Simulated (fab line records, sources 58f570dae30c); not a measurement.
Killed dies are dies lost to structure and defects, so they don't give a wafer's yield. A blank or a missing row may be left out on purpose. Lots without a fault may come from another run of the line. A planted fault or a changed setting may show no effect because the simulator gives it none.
fab line records | flow berkeley_cmos170 | part 2 of 2: steps 25 to 37 of 37
record lots=5 wafers=15 last_day=12
route steps=331 shown START@4 ZERO@6 NWELL@14 PWELL@34
lots that met no fault: from a run of the same line without faults
start_h: hours from the record's first day to the start of the lot's first wafer shown | wait_h: hours since the lot's step before | " the same as in the row above | L1.1+2: a row that stands for several wafers | - no value, or no start given | * or withheld: withheld | < > ~ a bound
route shown NAME@n: a module of which the file shows steps, and the number in the route of the first | usual: mean/standard deviation of fault-free wafers | same: alike in all rows | chamber/n: place in a boat | sites: the reading at each site | _std_site: their standard deviation | _edge_site: outer sites' mean less inner sites' | radius_mm: how far each site lies from the wafer's centre | mask NAME#n: copy n | behind: the tool/chamber that last shaped the wafer | hold: why the lot was held/for how many hours/how that ended | device: the transistor (n, p or np) that didn't switch | end of line: the same wafers' tests at the end of the route | a step without rows: its recipe alone | killed: dies lost to structure and defects at the first sort, not the wafer's yield | map: a wafer's dies, x killed, . not, _ none there
set.NAME: the setting as run; set.NAME@STEP: as run at that earlier step | model.NAME: the simulator's own value behind a step, which no gauge read
lots at some steps of the route; a table a step, a row a wafer
services: from which hour (start_h, from the record's first day; less than 0 if before it) a tool's chamber was out of use, for how many hours, and why
## steps
# step UCB170_NWELL_IMPLANT_14
# recipe species=P dose_cm2=1e+13 energy_kev=150 tilt_deg=7
# usual dose_ions_cm2=9.998e+12/1.1e+10
# columns lot.wafer tool chamber start_h wait_h dose_ions_cm2
L075.1 implanter-04 0 32.24 0.1 9.994e+12
L075.2 " 0 " " 9.999e+12
L075.5 " 0 " " 1.0003e+13
L078.1 implanter-01 0 50.95 0.1 9.983e+12
L078.3 " 0 " " 9.998e+12
L078.6 " 0 " " 9.992e+12
L086.1 implanter-01 0 87.82 0.1 9.99e+12
L086.2 " 0 " " 9.998e+12
L086.6 " 0 " " 9.985e+12
L092.4 implanter-04 0 122.98 0.1 9.99e+12
L092.5 " 0 " " 9.999e+12
L092.6 " 0 " " 9.996e+12
L095.1 implanter-02 0 138.23 0.1 1.0008e+13
L095.5 " 0 " " 1.0004e+13
L095.6 " 0 " " 1.0002e+13
# step UCB170_NWELL_STRIP_15
# recipe chemistry=O2 power_w=400 pressure_mtorr=3500 platen_temp_c=withheld o2_flow_sccm=400 overash_fraction=0.5
# usual drypump_motor_current_A=5.6/0.36 oes_product_au=0.721/0.0051 strip_time_to_endpoint_s=18.01/0.11
# same overash_fraction=0.5
# columns lot.wafer tool chamber start_h wait_h drypump_motor_current_A oes_product_au rf_hours_counter_h strip_time_to_endpoint_s
L075.1 plasma_asher-04 0 32.39 0.1 5.6 0.721 22 17.96
L075.2 " 1 " " 5.7 0.716 22 17.93
L075.5 " 0 " " 5.6 0.721 - 18.06
L078.1 plasma_asher-04 1 51.10 0.1 5.7 0.718 24 17.96
L078.3 " 1 " " 5.7 0.719 - 17.96
L078.6 " 0 " " 5.6 0.725 - 17.94
L086.1 plasma_asher-04 1 87.97 0.1 5.7 0.721 28 18.03
L086.2 " 0 " " 5.6 0.724 28 17.99
L086.6 " 1 " " 5.7 0.718 - 18.07
L092.4 plasma_asher-02 1 123.09 0.1 4.6 0.715 - 17.90
L092.5 " 1 " " 4.6 0.718 - 17.88
L092.6 " 0 " " 5.9 0.725 - 18.00
L095.1 plasma_asher-04 1 138.38 0.1 5.7 0.720 34 18.02
L095.5 " 0 " " 5.6 0.720 - 18.13
L095.6 " 1 " " 5.7 0.722 - 17.96
# step UCB170_NWELL_TW_MEAS_16
# usual NWELL_TW=1253/5.9
# columns lot.wafer tool chamber start_h wait_h NWELL_TW
L075.1 film_metro-04 - 32.49 0.1 1249
L075.2 " - " " 1253
L075.5 " - " " 1252
L078.1 film_metro-04 - 51.20 0.1 1242
L078.3 " - " " 1246
L078.6 " - " " 1237
L086.1 film_metro-04 - 88.11 0.1 1248
L086.2 " - " " 1248
L086.6 " - " " 1250
L092.4 film_metro-03 - 123.18 0.1 1260
L092.5 " - " " 1260
L092.6 " - " " 1254
L095.1 film_metro-03 - 138.48 0.1 1251
L095.5 " - " " 1255
L095.6 " - " " 1256
# step UCB170_NWELL_CLEAN_17
# recipe chemistry=SPM temp_c=120 time_s=600
# columns lot.wafer tool chamber start_h wait_h
L075.1+2+5 wet_bench-02 1 32.55 0.1
L078.1+3+6 wet_bench-03 0 51.26 0.1
L086.1+2+6 wet_bench-03 0 88.17 0.1
L092.4+5+6 wet_bench-03 2 123.31 0.1
L095.1+5+6 wet_bench-02 2 138.54 0.1
# step UCB170_NWELL_WET_ETCH_18
# recipe chemistry=H3PO4 target=Si3N4 temp_c=160 time_s=14400
# columns lot.wafer tool chamber start_h wait_h
L075.1+2+5 wet_bench-02 2 32.73 0.0
L078.1+3+6 wet_bench-03 0 51.44 0.0
L086.1+2+6 wet_bench-04 2 88.34 0.0
L092.4+5+6 wet_bench-03 0 123.53 0.0
L095.1+5+6 wet_bench-02 2 138.73 0.0
# step UCB170_NWELL_WET_ETCH_19
# recipe chemistry=BOE dilution=5:1 target=SiO2 temp_c=25 time_s=22
# columns lot.wafer tool chamber start_h wait_h
L075.1+2+5 wet_bench-04 2 38.16 1.4
L078.1+3+6 wet_bench-02 2 55.53 0.1
L086.1+2+6 wet_bench-04 1 92.92 0.6
L092.4+5+6 wet_bench-04 0 127.90 0.0
L095.1+5+6 wet_bench-02 0 143.38 0.3
# step UCB170_PWELL_CLEAN_00
# recipe chemistry=SPM temp_c=120 time_s=600
# columns lot.wafer tool chamber start_h wait_h
L075.1+2+5 wet_bench-04 3 39.31 1.1
L078.1+3+6 wet_bench-03 3 55.73 0.2
L086.1+2+6 wet_bench-03 2 93.66 0.7
L092.4+5+6 wet_bench-03 1 127.92 0.0
L095.1+5+6 wet_bench-02 3 143.58 0.2
# step UCB170_PWELL_CLEAN_01
# recipe chemistry=dHF dilution=25:1 time_s=60
# columns lot.wafer tool chamber start_h wait_h
L075.1+2+5 wet_bench-02 2 41.33 1.8
L078.1+3+6 wet_bench-03 3 56.10 0.2
L086.1+2+6 wet_bench-02 2 93.84 0.0
L092.4+5+6 wet_bench-04 0 128.09 0.0
L095.1+5+6 wet_bench-02 2 143.77 0.0
# step UCB170_PWELL_OXIDATION_02
# recipe temp_c=1006 ambient=O2 target_thk_a=264 ox_time_s=1260
# columns lot.wafer tool chamber start_h wait_h
L075.1+2+5 furnace-01 0 42.25 0.9
L078.1+3+6 furnace-01 0 58.19 2.1
L086.1+2+6 furnace-01 0 94.45 0.6
L092.4+5+6 furnace-01 0 132.11 4.0
L095.1+5+6 furnace-01 0 146.10 2.3
# step UCB170_PWELL_THK_MEAS_03
# recipe reads=SiO2_of_PWELL_OXIDATION_02
# usual PWELL_OXIDE_THK=28.2/0.47
# columns lot.wafer tool chamber start_h wait_h PWELL_OXIDE_THK[nm]
L075.1 film_metro-02 - 43.64 0.0 28.6
L075.2 " - " " 27.9
L075.5 " - " " 27.9
L078.1 film_metro-01 - 59.54 0.0 27.9
L078.3 " - " " 27.9
L078.6 " - " " 28.1
L086.1 film_metro-01 - 95.80 0.0 28.9
L086.2 " - " " 29.2
L086.6 " - " " 29.4
L092.4 film_metro-02 - 133.49 0.0 28.7
L092.5 " - " " 28.4
L092.6 " - " " 28.5
L095.1 film_metro-01 - 147.45 0.0 28.1
L095.5 " - " " 27.8
L095.6 " - " " 27.6
# step UCB170_PWELL_ANNEAL_04
# recipe temp_c=1000 time_s=900 ambient=N2
# columns lot.wafer tool chamber start_h wait_h
L075.1+2+5 furnace-04 0 47.10 3.5
L078.1+3+6 furnace-01 0 60.87 1.3
L086.1+2+6 furnace-01 0 97.13 1.3
L092.4+5+6 furnace-02 0 136.37 2.9
L095.1+5+6 furnace-04 0 149.70 2.2
# step UCB170_PWELL_CVD_05
# recipe material=Si3N4 target_thk_nm=220 temp_c=800 precursor=SiH2Cl2/NH3 time_s=3300 pressure_mtorr=200 sih2cl2_flow_sccm=25 nh3_flow_sccm=75
# usual nh3_flow_sccm=74.95/0.25 pressure_mtorr=199.9/0.39
# columns lot.wafer tool chamber start_h wait_h nh3_flow_sccm pressure_mtorr
L075.1 lpcvd-02 0 49.36 1.0 75.42 200.1
L075.2 " 0 " " 75.33 199.7
L075.5 " 0 " " 74.99 200.0
L078.1 lpcvd-02 1 63.87 1.8 74.67 200.1
L078.3 " 1 " " 74.59 199.7
L078.6 " 1 " " 74.69 199.6
L086.1 lpcvd-02 0 98.38 0.0 74.45 200.0
L086.2 " 0 " " 74.53 200.4
L086.6 " 0 " " 74.58 200.4
L092.4 lpcvd-01 0 137.62 0.0 75.05 200.5
L092.5 " 0 " " 75.14 199.3
L092.6 " 0 " " 75.35 199.7
L095.1 lpcvd-02 1 151.98 1.0 74.66 199.5
L095.5 " 1 " " 74.88 199.7
L095.6 " 1 " " 74.76 199.9
# step UCB170_PWELL_THK_MEAS_06
# recipe reads=Si3N4_of_PWELL_CVD_05
# usual PWELL_NITRIDE_THK=220.6/2.5
# columns lot.wafer tool chamber start_h wait_h PWELL_NITRIDE_THK[nm]
L075.1 film_metro-04 - 51.33 0.1 221.6
L075.2 " - " " 222.1
L075.5 " - " " 222.1
L078.1 film_metro-02 - 65.79 0.0 220.0
L078.3 " - " " 221.0
L078.6 " - " " 220.2
L086.1 film_metro-01 - 100.30 0.0 219.9
L086.2 " - " " 220.1
L086.6 " - " " 221.0
L092.4 film_metro-02 - 139.56 0.0 223.9
L092.5 " - " " 222.8
L092.6 " - " " 223.3
L095.1 film_metro-02 - 153.90 0.0 219.3
L095.5 " - " " 220.1
L095.6 " - " " 219.9
## services
# columns tool chamber start_h hours kind
rie_diel-02 1 1.33 7.5 repair
krf_scanner-01 - 3.44 1.0 pm
krf_scanner-01 - 5.23 1.4 repair
furnace-04 - 8.12 5.3 pm
furnace-01 - 11.00 3.2 pm
furnace-01 - 14.18 6.3 pm
krf_scanner-02 - 34.98 4.8 repair
krf_scanner-02 - 39.77 1.0 pm
krf_scanner-01 - 41.30 0.8 pm
krf_scanner-02 - 43.41 1.3 pm
furnace-01 - 44.93 2.3 pm
krf_scanner-02 - 47.37 1.6 repair
plasma_asher-01 - 51.16 3.8 repair
rie_diel-04 1 61.26 8.2 repair
krf_scanner-02 - 71.45 0.3 repair
plasma_asher-04 - 76.65 2.8 pm
rie_diel-04 2 80.72 2.4 repair
rie_diel-02 1 89.43 1.9 repair
krf_scanner-01 - 92.07 1.3 pm
rie_diel-02 - 97.15 1.5 repair
furnace-04 - 119.36 12.3 pm
rie_diel-04 2 123.43 25.7 repair
rie_diel-02 - 128.74 2.7 repair
krf_scanner-01 - 148.36 3.9 repair
